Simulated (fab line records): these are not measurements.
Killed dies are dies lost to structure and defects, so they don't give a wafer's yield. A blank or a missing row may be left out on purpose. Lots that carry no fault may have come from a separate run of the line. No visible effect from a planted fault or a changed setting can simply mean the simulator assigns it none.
fab line records | flow rit-cmos
record lots=13 wafers=39 last-day=7
route steps=202 shown ACTIVE@12 GATE@93 SPACER@128 M1@202
lots untouched by any fault: they come from a run of this same line in which no faults occurred
start-h: the number of hours between the record's first day and the start of the first shown wafer of the lot | wait-h: hours from the lot's prior step to this one | " the same as in the row above | L1.1+2: one row covering several wafers at once | - no value, or no start was given | * or withheld: withheld | < > ~ a bound
route shown NAME@n: a module of which the file shows steps, and the number in the route of the first | usual: mean and standard deviation over wafers with no fault | same: alike in all rows | chamber/n: place in a boat | sites: the reading at each site | _std_site: standard deviation of those values | _edge_site: outer sites' mean less inner sites' | radius-mm: how far each site lies from the wafer's centre | mask NAME#n: copy n | behind: the most recent tool/chamber to have shaped the wafer | hold: reason for holding the lot/hours on hold/outcome of the hold | device: the transistor (n, p or np) that didn't switch | end of line: at the end of the route, the tests of the same wafers | for a step that has no rows: nothing shown but its recipe | killed: at the first sort, the dies lost to defects and structure; wafer yield is something else | map: a wafer's dies, x killed, . not, _ none there
set.NAME: the run value of the setting; set.NAME@STEP: its run value at that earlier step | model.NAME: the simulator's own value behind a step, which no gauge read
the route's steps for a sample of lots (tables are steps, rows are wafers)
services: a tool's chamber out of use, with start hour (start-h, from the record's first day; less than 0 if before it), hours out, and reason
## steps
# step RIT_ACTIVE_CD_MEAS_11
# recipe target-cd-nm=1400
# usual cd-nm=1400.1/2.6
# columns lot.wafer tool chamber start-h wait-h cd-nm
L944.1 cd-sem-02 - 26.37 - 1400.6
L944.2 " - " " 1400.4
L944.4 " - " " 1398.7
L946.1 cd-sem-01 - 34.74 - 1398.6
L946.5 " - " " 1393.6
L946.6 " - " " 1395.3
L947.1 cd-sem-02 - 41.46 - 1404.2
L947.2 " - " " 1403.7
L947.5 " - " " 1400.6
L948.2 cd-sem-01 - 45.89 - 1401.1
L948.3 " - " " 1401.9
L948.5 " - " " 1400.2
L949.2 cd-sem-02 - 51.81 - 1401.8
L949.5 " - " " 1401.1
L949.6 " - " " 1402.7
L950.1 cd-sem-01 - 55.29 - 1398.7
L950.4 " - " " 1395.7
L950.6 " - " " 1398.8
L951.1 cd-sem-02 - 60.23 - 1400.2
L951.4 " - " " 1401.1
L951.6 " - " " 1401.3
L954.2 cd-sem-01 - 75.43 - 1397.9
L954.4 " - " " 1398.0
L954.5 " - " " 1396.5
L957.1 cd-sem-02 - 89.96 - 1396.2
L957.2 " - " " 1397.5
L957.6 " - " " 1395.9
L960.1 cd-sem-01 - 104.63 - 1399.9
L960.3 " - " " 1400.0
L960.6 " - " " 1402.1
L961.1 cd-sem-01 - 112.38 - 1404.7
L961.4 " - " " 1404.3
L961.6 " - " " 1404.2
L962.2 cd-sem-01 - 115.69 - 1400.4
L962.4 " - " " 1399.0
L962.5 " - " " 1398.6
L964.2 cd-sem-01 - 124.79 - 1401.7
L964.4 " - " " 1401.1
L964.5 " - " " 1399.8
# step RIT_ACTIVE_STRIP_14
# recipe chemistry=O2 time-s=180 resist=NOVOLAK platen-temp-c=withheld power-w=500 pressure-mtorr=4000 o2-flow-sccm=4000
# usual drypump-motor-current-A=5.6/0.47 o2-flow-sccm=4001/12
# columns lot.wafer tool chamber start-h wait-h drypump-motor-current-A o2-flow-sccm rf-hours-counter-h
L944.1 plasma-asher-03 1 26.77 0.1 6.0 4000 40
L944.2 " 0 " " 5.2 4010 40
L944.4 " 0 " " 5.2 4012 -
L946.1 plasma-asher-04 0 35.14 0.1 5.3 4004 38
L946.5 " 0 " " 5.3 3983 -
L946.6 " 1 " " 6.1 3990 -
L947.1 plasma-asher-01 1 41.87 0.1 4.8 3987 37
L947.2 " 0 " " 5.8 3989 37
L947.5 " 1 " " 4.8 3983 -
L948.2 plasma-asher-03 0 46.27 0.1 5.3 4004 42
L948.3 " 0 " " 5.2 4003 -
L948.5 " 0 " " 5.3 3994 -
L949.2 plasma-asher-04 0 52.20 0.1 5.3 4005 40
L949.5 " 1 " " 6.1 3991 -
L949.6 " 0 " " 5.3 3995 -
L950.1 plasma-asher-03 1 55.69 0.1 6.0 4020 43
L950.4 " 0 " " 5.3 3984 -
L950.6 " 0 " " 5.3 3977 -
L951.1 plasma-asher-04 1 60.63 0.1 6.1 4016 40
L951.4 " 0 " " 5.3 3989 -
L951.6 " 0 " " 5.3 3965 -
L954.2 plasma-asher-03 1 75.81 0.1 6.1 3991 45
L954.4 " 1 " " 6.1 3993 -
L954.5 " 1 " " 6.1 4009 -
L957.1 plasma-asher-03 1 90.36 0.1 6.0 3984 46
L957.2 " 0 " " 5.3 3986 46
L957.6 " 0 " " 5.3 4008 -
L960.1 plasma-asher-01 1 105.04 0.1 4.8 3987 43
L960.3 " 0 " " 5.8 4015 -
L960.6 " 0 " " 5.8 4020 -
L961.1 plasma-asher-01 0 112.78 0.1 5.8 4022 44
L961.4 " 1 " " 4.8 3995 -
L961.6 " 1 " " 4.8 3994 -
L962.2 plasma-asher-04 1 116.08 0.1 6.1 3999 47
L962.4 " 1 " " 6.1 4004 -
L962.5 " 1 " " 6.1 4000 -
L964.2 plasma-asher-03 1 125.18 0.1 6.0 4021 1
L964.4 " 0 " " 5.3 3999 -
L964.5 " 0 " " 5.3 3997 -
# step RIT_GATE_OVL_MEAS_17
# usual GATE_OVL=0.6/1.5
# columns lot.wafer tool chamber start-h wait-h GATE_OVL[nm]
L944.1 overlay-01 - 53.53 0.1 0.3
L944.2 " - " " -0.3
L944.4 " - " " 0.0
L946.1 overlay-02 - 65.35 0.1 -0.7
L946.5 " - " " 1.3
L946.6 " - " " -0.1
L947.1 overlay-01 - 67.99 0.1 2.6
L947.2 " - " " 1.2
L947.5 " - " " 3.6
L948.2 overlay-01 - 71.98 0.1 0.8
L948.3 " - " " 0.0
L948.5 " - " " -0.4
L949.2 overlay-01 - 77.03 0.1 3.8
L949.5 " - " " 2.6
L949.6 " - " " 3.5
L950.1 overlay-01 - 81.86 0.1 1.1
L950.4 " - " " -0.9
L950.6 " - " " 1.8
L951.1 overlay-01 - 85.82 0.1 1.3
L951.4 " - " " 0.8
L951.6 " - " " 0.8
L954.2 overlay-02 - 97.58 0.1 0.5
L954.4 " - " " 2.7
L954.5 " - " " 1.6
L957.1 overlay-02 - 114.26 0.1 -0.8
L957.2 " - " " -0.3
L957.6 " - " " -0.7
L960.1 overlay-02 - 129.39 0.1 0.1
L960.3 " - " " -1.4
L960.6 " - " " -0.5
L961.1 overlay-02 - 136.72 0.1 -1.1
L961.4 " - " " -1.4
L961.6 " - " " -1.1
L962.2 overlay-01 - 140.02 0.1 1.5
L962.4 " - " " 3.2
L962.5 " - " " -1.2
L964.2 overlay-01 - 148.53 0.1 3.5
L964.4 " - " " 1.2
L964.5 " - " " 2.0
# step RIT_SPACER_CVD_03
# recipe material=Si3N4 target-thk-nm=250 temp-c=810 precursor=SiH2Cl2/NH3 time-s=3300 pressure-mtorr=300 sih2cl2-flow-sccm=60 nh3-flow-sccm=150
# columns lot.wafer tool chamber start-h wait-h
L944.1+2+4 lpcvd-02 1 60.63 0.0
L946.1+5+6 lpcvd-02 0 73.18 0.0
L947.1+2+5 lpcvd-02 1 75.24 0.0
L948.2+3+5 lpcvd-01 0 79.44 0.4
L949.2+5+6 lpcvd-01 1 84.64 0.5
L950.1+4+6 lpcvd-02 0 88.88 0.0
L951.1+4+6 lpcvd-01 0 94.09 1.0
L954.2+4+5 lpcvd-01 0 105.61 0.0
L957.1+2+6 lpcvd-02 0 122.84 0.2
L960.1+3+6 lpcvd-01 0 138.53 0.1
L961.1+4+6 lpcvd-02 1 143.50 0.0
L962.2+4+5 lpcvd-01 1 149.41 0.0
L964.2+4+5 lpcvd-01 0 155.37 0.0
# step RIT_SPACER_THK_MEAS_04
# recipe reads=Si3N4_of_SPACER_CVD_03
# usual SPACER_NITRIDE_THK=249.5/3
# columns lot.wafer tool chamber start-h wait-h SPACER_NITRIDE_THK[nm]
L944.1 film-metro-04 - 62.55 0.0 246.7
L944.2 " - " " 250.4
L944.4 " - " " 249.5
L946.1 film-metro-03 - 75.09 0.0 245.9
L946.5 " - " " 247.6
L946.6 " - " " 248.8
L947.1 film-metro-04 - 77.16 0.0 250.2
L947.2 " - " " 246.6
L947.5 " - " " 248.6
L948.2 film-metro-04 - 81.37 0.0 249.9
L948.3 " - " " 252.1
L948.5 " - " " 248.3
L949.2 film-metro-04 - 86.57 0.0 252.0
L949.5 " - " " 251.9
L949.6 " - " " 250.3
L950.1 film-metro-03 - 90.80 0.0 246.2
L950.4 " - " " 244.7
L950.6 " - " " 244.1
L951.1 film-metro-01 - 96.00 0.0 250.5
L951.4 " - " " 249.6
L951.6 " - " " 248.6
L954.2 film-metro-01 - 107.54 0.0 248.1
L954.4 " - " " 248.4
L954.5 " - " " 249.3
L957.1 film-metro-01 - 124.76 0.2 201.6
L957.2 " - " " 205.6
L957.6 " - " " 201.4
L960.1 film-metro-01 - 140.45 0.0 246.1
L960.3 " - " " 244.2
L960.6 " - " " 245.8
L961.1 film-metro-03 - 145.42 0.0 253.2
L961.4 " - " " 251.1
L961.6 " - " " 251.8
L962.2 film-metro-04 - 151.33 0.0 244.6
L962.4 " - " " 246.5
L962.5 " - " " 245.6
L964.2 film-metro-03 - 157.30 0.0 248.4
L964.4 " - " " 247.7
L964.5 " - " " 248.8
# step RIT_SPACER_ETCHBACK_05
# recipe target-depth-a=2500 SF6_flow_sccm=30 CHF3_flow_sccm=30 target=Si3N4 chemistry=SF6/CHF3 pressure-mtorr=40 rf-w=250 time-s=240 stop-on=SiO2
# usual drypump-motor-current-A=5.5/0.43 oes-product-au=0.841/0.014 throttle-valve-pct=10.22/0.15
# columns lot.wafer tool chamber start-h wait-h drypump-motor-current-A oes-product-au rf-hours-counter-h throttle-valve-pct
L944.1 rie-diel-01 3 62.61 0.1 4.9 0.845 125 10.32
L944.2 " 1 " " 5.7 0.826 14 10.34
L944.4 " 2 " " 6.5 0.842 139 10.42
L946.1 rie-diel-03 0 75.15 0.1 5.6 0.850 119 10.01
L946.5 " 0 " " 5.6 0.851 - 10.02
L946.6 " 3 " " 5.8 0.839 - 10.19
L947.1 rie-diel-01 1 77.22 0.1 5.6 0.831 14 10.35
L947.2 " 3 " " 4.9 0.846 125 10.32
L947.5 " 3 " " 5.0 0.851 - 10.33
L948.2 rie-diel-01 1 81.42 0.0 5.6 0.837 14 10.35
L948.3 " 2 " " 6.5 0.843 139 10.41
L948.5 " 0 " " 6.0 0.867 - 10.15
L949.2 rie-diel-03 2 86.62 0.0 4.9 0.832 7 10.17
L949.5 " 2 " " 4.9 0.839 - 10.18
L949.6 " 3 " " 5.8 0.853 - 10.22
L950.1 rie-diel-04 3 90.86 0.1 5.6 0.816 6 9.96
L950.4 " 1 " " 5.8 0.817 5 10.22
L950.6 " 3 " " 5.6 0.814 - 9.95
L951.1 rie-diel-01 1 96.06 0.1 5.6 0.837 15 10.35
L951.4 " 2 " " 6.5 0.847 139 10.40
L951.6 " 2 " " 6.6 0.838 - 10.42
L954.2 rie-diel-03 3 107.59 0.0 5.8 0.846 128 10.18
L954.4 " 2 " " 4.9 0.821 8 10.17
L954.5 " 2 " " 4.9 0.827 - 10.17
L957.1 rie-diel-01 2 124.82 0.1 6.5 0.730 140 10.38
L957.2 " 0 " " 6.0 0.747 115 10.10
L957.6 " 1 " " 5.6 0.713 - 10.30
L960.1 rie-diel-03 0 140.51 0.1 5.6 0.849 121 10.02
L960.3 " 2 " " 4.9 0.807 9 10.15
L960.6 " 1 " " 5.5 0.830 - 10.35
L961.1 rie-diel-04 3 145.48 0.1 5.6 0.836 7 9.96
L961.4 " 0 " " 5.5 0.860 13 10.48
L961.6 " 2 " " 5.5 0.847 - 10.14
L962.2 rie-diel-04 1 151.38 0.0 5.8 0.815 6 10.21
L962.4 " 3 " " 5.6 0.816 7 9.94
L962.5 " 3 " " 5.6 0.813 - 9.97
L964.2 rie-diel-04 3 157.35 0.0 5.6 0.821 8 9.94
L964.4 " 0 " " 5.5 0.836 - 10.47
L964.5 " 1 " " 5.8 0.819 - 10.22
# step RIT_M1_PROBE_99
# usual killed-at-contacts=0.1/0.3 killed-at-front-end=7/3.3 killed-dies=7/3.3 killed-open=3.8/2.3 killed-short=3.5/2.1
# same gross-dies=264 killed_at_M0_to_M3=0 killed_at_M4_up=0 killed-at-back-side=0 killed-at-other=0
# columns lot.wafer tool chamber start-h wait-h killed-at-contacts killed-at-front-end killed-dies killed-open killed-short
L949.2 prober-01 - 97.58 0.1 0 5 5 4 1
L949.5 prober-01 - 97.73 0.2 0 4 4 2 2
L949.6 prober-01 - 97.78 0.2 0 3 3 3 0
L951.4 prober-01 - 107.19 0.2 0 8 8 4 4
L957.1 prober-01 - 135.72 0.1 0 2 2 0 2
L957.2 prober-01 - 135.77 0.1 0 8 8 4 4
L957.6 prober-01 - 135.97 0.2 0 10 10 5 5
# killed by level:class
L949.2 SILICIDE:geometric-particle:open=2 FOX1:geometric-particle:open=1 GATE:geometric-particle:open=1 SPACER:geometric-particle:short=1
L949.5 SPACER:geometric-particle:open=2 GATE:geometric-particle:short=1 SPACER:geometric-particle:short=1
L949.6 SPACER:geometric-particle:open=2 SILICIDE:geometric-particle:open=1
L951.4 GATE:geometric-particle:short=2 GATE:geometric-particle:open=2 SPACER:geometric-particle:short=2 FOX2:geometric-particle:open=1 SPACER:geometric-particle:open=1
L957.1 GATE:geometric-particle:short=1 REOX:geometric-particle:short=1
L957.2 GATE:geometric-particle:short=2 GATE:geometric-particle:open=2 SPACER:geometric-particle:open=2 REOX:geometric-particle:short=1 SPACER:geometric-particle:short=1
L957.6 GATE:geometric-particle:open=3 FOX2:geometric-particle:short=2 FOX1:geometric-particle:short=1 FOX2:geometric-particle:open=1 GATE:geometric-particle:short=1 REOX:geometric-particle:open=1 REOX:geometric-particle:short=1
## services
# columns tool chamber start-h hours kind
plasma-asher-01 - 14.56 3.2 repair
lpcvd-01 - 21.68 3.0 repair
rie-diel-01 2 37.82 1.4 repair
rie-diel-04 3 86.84 2.3 repair
plasma-asher-03 - 86.96 2.8 repair
plasma-asher-03 - 108.75 9.0 pm
plasma-asher-03 0 108.75 9.0 vent-cycle
plasma-asher-03 1 108.75 9.0 vent-cycle
plasma-asher-03 0 117.75 - clean
plasma-asher-03 1 117.75 - clean
rie-diel-04 0 125.20 9.8 repair
lpcvd-02 - 125.28 0.9 repair
rie-diel-04 - 128.07 13.8 repair
rie-diel-04 3 129.12 3.5 repair
rie-diel-03 3 131.54 16.4 repair
plasma-asher-04 - 136.28 2.8 pm
rie-diel-01 - 145.81 0.7 repair
rie-diel-03 2 157.16 2.7 repair
rie-diel-04 2 157.16 4.5 repair
## key
first-sign step=RIT_SPACER_THK_MEAS_04 reading=SPACER_NITRIDE_THK direction=down sigmas=16 usual=249.5 struck=202.9
effect step=RIT_SPACER_ETCHBACK_05 reading=oes-product-au direction=down sigmas=7.8 usual=0.841 struck=0.730
met-at RIT_SPACER_CVD_03
struck-lots L957
struck-wafers L957.1,L957.2,L957.6
tester-left-out L957
not-acting-at RIT_ACTIVE_CD_MEAS_11,RIT_ACTIVE_STRIP_14,RIT_GATE_OVL_MEAS_17
onset-between 88.88 122.84
fault kind=process-parameter-drift tool=lpcvd-02 chamber=0 onset-h=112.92 steps=RIT_SPACER_CVD_03 channel=time-s offset=* shape=step end-h=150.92 acts-in=* stated=*
# tester-left-out: of these lots the tester's yield and bins aren't shown, on N5 and GAA mostly nor the transistor test; their killed dies are dies lost to structure and defects alone, not to doping, threshold or leakage, so they don't give the yield
